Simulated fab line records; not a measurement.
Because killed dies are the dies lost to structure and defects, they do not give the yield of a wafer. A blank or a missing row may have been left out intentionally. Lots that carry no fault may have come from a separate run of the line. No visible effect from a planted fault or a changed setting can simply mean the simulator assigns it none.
fab line records ; flow ritCmos
record: lots: 5; wafers: 23
route steps=202 shown M1@196
startH: hours from the record's opening day to when the first of the lot's shown wafers began ; waitH: hours from the lot's prior step to this one ; " as in the row above ; L1.1+2: one row covering several wafers at once ; - no value, or no start given ; * or withheld: withheld ; < > ~ a bound
route shown NAME@n: NAME is a module with steps in the file, n the number in the route of the first one ; usual: the fault-free wafers' mean and standard deviation ; same: alike in all rows ; chamber/n: place in a boat ; sites: each site's reading ; _std_site: the values' standard deviation ; _edge_site: mean of outer sites minus mean of inner sites ; radiusMm: how far each site lies from the wafer's centre ; mask NAME#n: copy n ; behind: tool/chamber where the wafer was last shaped ; hold: reason for holding the lot/hours on hold/outcome of the hold ; device: the n, p or np transistor that did not switch ; end of line: at the end of the route, the tests of the same wafers ; a step given without rows: its recipe and nothing more ; killed: count of dies lost to structure and defects at first sort (not the wafer's yield) ; map: dies across one wafer; x = killed, . = not, _ = none there
set.NAME: the setting that was run; set.NAME@STEP: the one run at that earlier step ; model.NAME: the simulator's own value behind a step, which no gauge read
lots whose settings were changed on purpose; a table a step, a row a wafer
== steps ==
step: RIT_M1_METAL_ETCH_12
recipe: stopOn: SiO2; chemistry: Cl2/BCl3; target: Al; timeS: 165; overEtchFrac: 0.5; pressureMtorr: 100; targetDepthA: 6000; rfW: 250; Cl2_flow_sccm: 60; bcl3FlowSccm: 50
usual: oesProductAu: 0.778/0.014
lot.wafer;tool;chamber;startH;waitH;set.rfW;set.timeS@M1_SPUTTER_00;oesProductAu
L074.1;rieMetal-02;0;61.92;0.2;250;500;0.767
L074.2;rieMetal-02;1;61.92;0.2;250;500;0.796
L074.3;rieMetal-02;0;61.92;0.2;250;458.9;0.733
L074.5;rieMetal-02;0;61.92;0.2;250;458.9;0.737
L074.6;rieMetal-02;1;61.92;0.2;250;458.9;0.749
L076.2;rieMetal-02;1;76.58;0.2;250;500;0.793
L076.5;rieMetal-02;1;76.58;0.2;250;500;0.798
L076.6;rieMetal-02;0;76.58;0.2;250;500;0.770
L080.1;rieMetal-02;1;90.67;0.2;266.7;500;0.793
L080.2;rieMetal-02;0;90.67;0.2;250;500;0.777
L080.3;rieMetal-02;0;90.67;0.2;266.7;568.1;0.825
L080.4;rieMetal-02;1;90.67;0.2;250;568.1;0.851
L080.5;rieMetal-02;0;90.67;0.2;266.7;568.1;0.837
L083.1;rieMetal-02;1;102.82;0.2;261.9;500;0.813
L083.2;rieMetal-02;0;102.82;0.2;250;542.1;0.823
L083.3;rieMetal-02;0;102.82;0.2;261.9;542.1;0.810
L083.4;rieMetal-02;1;102.82;0.2;250;500;0.791
L083.5;rieMetal-02;0;102.82;0.2;261.9;542.1;0.818
L085.1;rieMetal-01;1;110.70;0.2;224.3;566.3;0.813
L085.2;rieMetal-01;0;110.70;0.2;250;500;0.759
L085.3;rieMetal-01;0;110.70;0.2;224.3;566.3;0.795
L085.4;rieMetal-01;1;110.70;0.2;250;500;0.773
L085.6;rieMetal-01;1;110.70;0.2;250;566.3;0.822
step: RIT_M1_STRIP_13
recipe: chemistry: nmp; resist: NOVOLAK; tempC: 80; timeS: 600; dry: n2Spin
step: RIT_M1_STRIP_14
recipe: chemistry: O2; timeS: 180; platenTempC: withheld; powerW: 500; pressureMtorr: 4000; o2FlowSccm: 4000
step: RIT_M1_ANNEAL_15
recipe: tempC: 450; timeS: 1800; ambient: forming_gas_H2N2
step: RIT_M1_PROBE_99
usual: killed_at_M0_to_M3: 0.1/0.28; killedAtContacts: 0.1/0.23; killedAtFrontEnd: 7.5/2.7; killedDies: 7.6/2.6; killedOpen: 3.9/1.6; killedShort: 3.6/2
same: grossDies: 264; killed_at_M4_up: 0; killedAtBackSide: 0; killedAtOther: 0
lot.wafer;tool;chamber;startH;waitH;set.developTimeS@GATE_DEVELOP_15;killed_at_M0_to_M3;killedAtContacts;killedAtFrontEnd;killedDies;killedOpen;killedShort;model.etest.pmos_0p3.rOnOhmUm;model.etest.pmosTurned.rOnOhmUm;model.etest.pmos_0p15.rOnOhmUm;model.etest.nmos_0p15.rOnOhmUm;model.etest.nmos_0p3.rOnOhmUm;model.etest.nmos_0p15.driveUaUm;model.etest.pmos_0p15.driveUaUm
L074.1;prober-02;-;64.18;0.1;50;0;0;7;7;3;4;6345;3536;2812;1081;2103;474.9;245.7
L074.2;prober-02;-;64.23;0.1;44.68;0;0;25;25;4;4;6828;3982;3257;1231;2254;406.7;207.9
L074.3;prober-02;-;64.28;0.2;50;0;0;8;8;4;4;6319;3490;2810;1084;2094;485.6;250.3
L074.5;prober-02;-;64.38;0.2;44.68;0;0;34;34;5;1;6764;3967;3270;1234;2244;409.7;210.3
L074.6;prober-02;-;64.43;0.2;50;0;0;6;6;3;3;6279;3459;2752;1075;2106;485.1;252.3
L076.2;prober-02;-;80.11;0.1;50;0;0;6;6;1;5;6294;3424;2760;1116;2185;470.4;257.9
L076.5;prober-02;-;80.26;0.2;50;0;0;7;7;6;1;6308;3400;2767;1108;2157;458;251.4
L076.6;prober-02;-;80.31;0.2;50;0;0;7;7;6;1;6345;3431;2799;1132;2190;456.3;251.4
L080.1;prober-02;-;92.92;0.1;50;0;0;9;9;4;5;6185;3362;2710;1085;2101;492.1;263
L080.2;prober-02;-;92.97;0.1;50;0;0;11;11;4;7;6232;3433;2775;1108;2131;490.1;264.3
L080.3;prober-02;-;93.02;0.2;44.75;0;0;11;11;5;1;6611;3813;3130;1260;2270;418.8;222.9
L080.4;prober-02;-;93.07;0.2;50;0;0;10;10;6;4;6298;3505;2776;1104;2162;479.1;256.2
L080.5;prober-02;-;93.12;0.2;44.75;0;0;3;3;2;1;6557;3814;3116;1199;2207;427.4;225.5
L083.1;prober-01;-;105.07;0.1;50;2;0;4;6;3;1;6396;3497;2832;1158;2197;463.1;249.7
L083.2;prober-01;-;105.12;0.1;42.56;1;0;186;187;3;2;7058;4119;3478;1288;2302;382.7;195.1
L083.3;prober-01;-;105.17;0.2;50;0;0;9;9;5;4;6430;3480;2784;1075;2102;485.2;249.8
L083.4;prober-01;-;105.22;0.2;42.56;0;0;189;189;3;1;7103;4175;3495;1333;2370;373.3;194.5
L083.5;prober-01;-;105.27;0.2;42.56;0;0;192;192;3;2;7102;4172;3470;1332;2384;372;192.2
L085.1;prober-01;-;112.95;0.1;53.82;0;0;9;9;3;5;6027;3173;2474;996.6;2013;544.5;289.6
L085.2;prober-01;-;113.00;0.1;50;0;0;10;10;4;6;6221;3520;2791;1095;2085;478;254.9
L085.3;prober-01;-;113.05;0.2;53.82;0;0;9;9;4;5;5992;3211;2522;1020;2030;529.4;285.9
L085.4;prober-01;-;113.10;0.2;50;0;0;13;13;6;7;6235;3508;2797;1111;2105;478.6;253
L085.6;prober-01;-;113.20;0.2;50;0;1;8;9;6;3;6301;3511;2790;1075;2086;485.7;254.7
killed by level:class
L074.1 FOX1:geometricParticle:short=4 SPACER:geometricParticle:open=1 GATE:geometricParticle:open=1 SILICIDE:geometricParticle:open=1
L074.2 GATE:areaDevelop=17 FOX1:geometricParticle:short=3 REOX:geometricParticle:open=2 FOX2:geometricParticle:open=1 GATE:geometricParticle:open=1 SPACER:geometricParticle:short=1
L074.3 FOX2:geometricParticle:short=2 GATE:geometricParticle:open=2 FOX1:geometricParticle:open=1 REOX:geometricParticle:short=1 SILICIDE:geometricParticle:short=1 SILICIDE:geometricParticle:open=1
L074.5 GATE:areaDevelop=28 FOX1:geometricParticle:open=2 SPACER:geometricParticle:open=2 FOX2:geometricParticle:open=1 SPACER:geometricParticle:short=1
L074.6 GATE:geometricParticle:open=2 GATE:geometricParticle:short=2 REOX:geometricParticle:open=1 SPACER:geometricParticle:short=1
L076.2 GATE:geometricParticle:short=3 REOX:geometricParticle:short=1 REOX:geometricParticle:open=1 SILICIDE:geometricParticle:short=1
L076.5 GATE:geometricParticle:open=2 REOX:geometricParticle:open=2 SILICIDE:geometricParticle:open=2 GATE:geometricParticle:short=1
L076.6 SPACER:geometricParticle:open=4 GATE:geometricParticle:open=2 GATE:geometricParticle:short=1
L080.1 SILICIDE:geometricParticle:short=3 FOX1:geometricParticle:open=2 FOX2:geometricParticle:open=2 GATE:geometricParticle:short=2
L080.2 GATE:geometricParticle:short=2 SPACER:geometricParticle:short=2 SILICIDE:geometricParticle:open=2 SILICIDE:geometricParticle:short=2 FOX1:geometricParticle:short=1 FOX2:geometricParticle:open=1 GATE:geometricParticle:open=1
L080.3 GATE:areaDevelop=5 GATE:geometricParticle:open=2 REOX:geometricParticle:open=1 SPACER:geometricParticle:open=1 SILICIDE:geometricParticle:open=1 SILICIDE:geometricParticle:short=1
L080.4 GATE:geometricParticle:open=3 FOX1:geometricParticle:open=1 FOX2:geometricParticle:short=1 GATE:geometricParticle:short=1 SPACER:geometricParticle:short=1 SPACER:geometricParticle:open=1 SILICIDE:geometricParticle:open=1 SILICIDE:geometricParticle:short=1
L080.5 SPACER:geometricParticle:open=2 FOX2:geometricParticle:short=1
L083.1 SPACER:geometricParticle:open=2 M1:coatMicrobubblePrinted=2 FOX2:geometricParticle:short=1 FOX2:geometricParticle:open=1
L083.2 GATE:areaDevelop=181 FOX2:geometricParticle:open=1 GATE:geometricParticle:open=1 SPACER:geometricParticle:short=1 SPACER:geometricParticle:open=1 SILICIDE:geometricParticle:short=1 M1:coatMicrobubblePrinted=1
L083.3 SPACER:geometricParticle:open=3 SILICIDE:geometricParticle:short=3 FOX1:geometricParticle:open=1 FOX2:geometricParticle:short=1 GATE:geometricParticle:open=1
L083.4 GATE:areaDevelop=185 FOX1:geometricParticle:open=2 FOX2:geometricParticle:short=1 SILICIDE:geometricParticle:open=1
L083.5 GATE:areaDevelop=187 FOX2:geometricParticle:short=2 FOX2:geometricParticle:open=1 GATE:geometricParticle:open=1 SPACER:geometricParticle:open=1
L085.1 FOX2:geometricParticle:open=2 REOX:geometricParticle:short=2 FOX1:geometricParticle:short=1 GATE:geometricParticle:short=1 REOX:geometricParticle:open=1 SPACER:geometricParticle:short=1 GATE:areaDevelop=1
L085.2 FOX1:geometricParticle:short=2 GATE:geometricParticle:short=2 SPACER:geometricParticle:short=2 GATE:geometricParticle:open=1 REOX:geometricParticle:open=1 SPACER:geometricParticle:open=1 SILICIDE:geometricParticle:open=1
L085.3 REOX:geometricParticle:open=2 FOX1:geometricParticle:short=1 GATE:geometricParticle:open=1 FOX2:geometricParticle:short=1 GATE:geometricParticle:short=1 REOX:geometricParticle:short=1 SPACER:geometricParticle:short=1 SPACER:geometricParticle:open=1
L085.4 FOX2:geometricParticle:short=2 GATE:geometricParticle:open=2 REOX:geometricParticle:open=2 SILICIDE:geometricParticle:short=2 FOX1:geometricParticle:open=1 FOX2:geometricParticle:open=1 REOX:geometricParticle:short=1 GATE:geometricParticle:short=1
L085.6 REOX:geometricParticle:open=3 FOX1:geometricParticle:short=1 FOX1:geometricParticle:open=1 GATE:geometricParticle:short=1 REOX:geometricParticle:short=1 SPACER:geometricParticle:open=1 CONTACT:geometricParticle:open=1
== key ==
split: step: RIT_M1_METAL_ETCH_12; setting: rfW; stated: 250; by: wafer
response none clear
split outsideThisFile step=RIT_GATE_DEVELOP_15 setting=developTimeS
split outsideThisFile step=RIT_M1_SPUTTER_00 setting=timeS
split outsideThisFile: this setting was split too, and the file shows its column; the key of that split is in another file
